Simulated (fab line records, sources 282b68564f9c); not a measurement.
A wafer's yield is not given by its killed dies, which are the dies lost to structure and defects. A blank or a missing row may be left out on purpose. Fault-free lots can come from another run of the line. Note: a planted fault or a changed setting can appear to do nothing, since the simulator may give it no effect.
Comparing a struck lot with a sound one -- flow rit_cmos -- 15 out of 202 route steps
Sound: wafers L425.1, L425.2, L425.6. The struck wafers were L430.2, L430.3, L430.6. The cause comes at the end.
Each step with rows lists, per side, the tool, then ch with its chambers, then its first start. Under that, the readings that differ: sound wafers -- struck wafers -- difference of the means -- sigmas: that difference in standard deviations of wafers without a fault.
alike: words and numbers the same on both sides, and readings whose means are apart by under 2 such deviations; not compared: readings that were withheld, readings missing a value for some wafer, numbers with overlapping values and no deviation given by the record, and bounds like >300 which may hide the same value.
The two part at a step that has a row with sigmas, a row that says differs or no value, or rows on one side only. Numbers that have no deviation but don't overlap get no sigmas and don't part them. A reading missing from all wafers of one side parts the sides only when that side holds two or more wafers.

RIT_M1_RS_MEAS_01: uses a four-point probe to measure.
  sound: film_metro-01 at day 5 02:25; struck: film_metro-02 at day 6 05:41
  alike: M1_AL_RS
RIT_M1_THK_MEAS_02: measures by xrf.
  sound: film_metro-01 at day 5 02:32; struck: film_metro-02 at day 6 05:47
  alike: M1_AL_THK
then, 6 steps without rows for these wafers: RIT_M1_HMDS_03 (prime time 60 s); RIT_M1_COAT_04 (resist thk 1300 nm); RIT_M1_SOFTBAKE_05 (time 60 s); RIT_M1_EXPOSE_06 (exposes mask M12, target cd 2600 nm); RIT_M1_PEB_07; RIT_M1_DEVELOP_08 (develop time 68 s).
RIT_M1_CD_MEAS_09: the cd target is 2600 nm.
  sound: cd_sem-02 at day 5 03:36; struck: cd_sem-02 at day 6 06:44
  alike: cd_nm
RIT_M1_OVL_MEAS_10:
  sound: overlay-01 at day 5 03:43; struck: overlay-01 at day 6 06:50
  alike: M1_OVL
then, 1 step without rows for these wafers: RIT_M1_HARDBAKE_11 (time 120 s).
RIT_M1_METAL_ETCH_12: etches Al in Cl2/BCl3, stops on SiO2, time 165 s, target depth 600 nm.
  sound on rie_metal-02 ch 0,1, day 5 04:01; struck on rie_metal-04 ch 0,1, day 6 07:07
  alike: bcl3_flow_sccm, drypump_motor_current_A, oes_product_au, throttle_valve_pct
  not compared: rf_hours_counter_h
RIT_M1_STRIP_13: strips in nmp, time 600 s.
  sound on wet_bench-03 ch 3, day 5 04:10; struck on wet_bench-03 ch 0, day 6 07:17
  no value came back on the struck wafers for bath_guard_temp_C (C), bath_heat_duty_pct (%); on the sound wafers bath_guard_temp_C (C) reads 80.4 80.2 80.4
reading,sound,struck,difference,sigmas
model.NOVOLAK_of_M1_COAT_04.thk_nm (nm),0 0 0,799.6 809.5 809.7,+806.3,
RIT_M1_STRIP_14: strips in O2, time 180 s.
  sound on plasma_asher-03 ch 0,1, day 5 04:21; struck on plasma_asher-03 ch 0,1, day 6 07:28
  alike: chamber_pressure_mTorr, drypump_motor_current_A
  not compared: rf_hours_counter_h
RIT_M1_PROBE_99:
  sound: prober-02 at day 5 06:16; struck: prober-01 at day 6 09:26
  alike: defect_limited_yield, killed_at_contacts, killed_at_front_end, killed_dies, killed_open, killed_short, sort_bin_3_pad_short, sort_bin_5_function, sort_bin_6_memory, sort_n_pass, sort_yield_pct

## WHERE THEY PART
RIT_M1_STRIP_13 only, going by this record. Later steps at which nothing parts them and some readings are alike: RIT_M1_STRIP_14, RIT_M1_PROBE_99.

WHY: what had been put in by the simulator
Step skipped in full: wet_bench-03, at RIT_M1_STRIP_13, from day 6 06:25 onward. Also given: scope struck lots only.
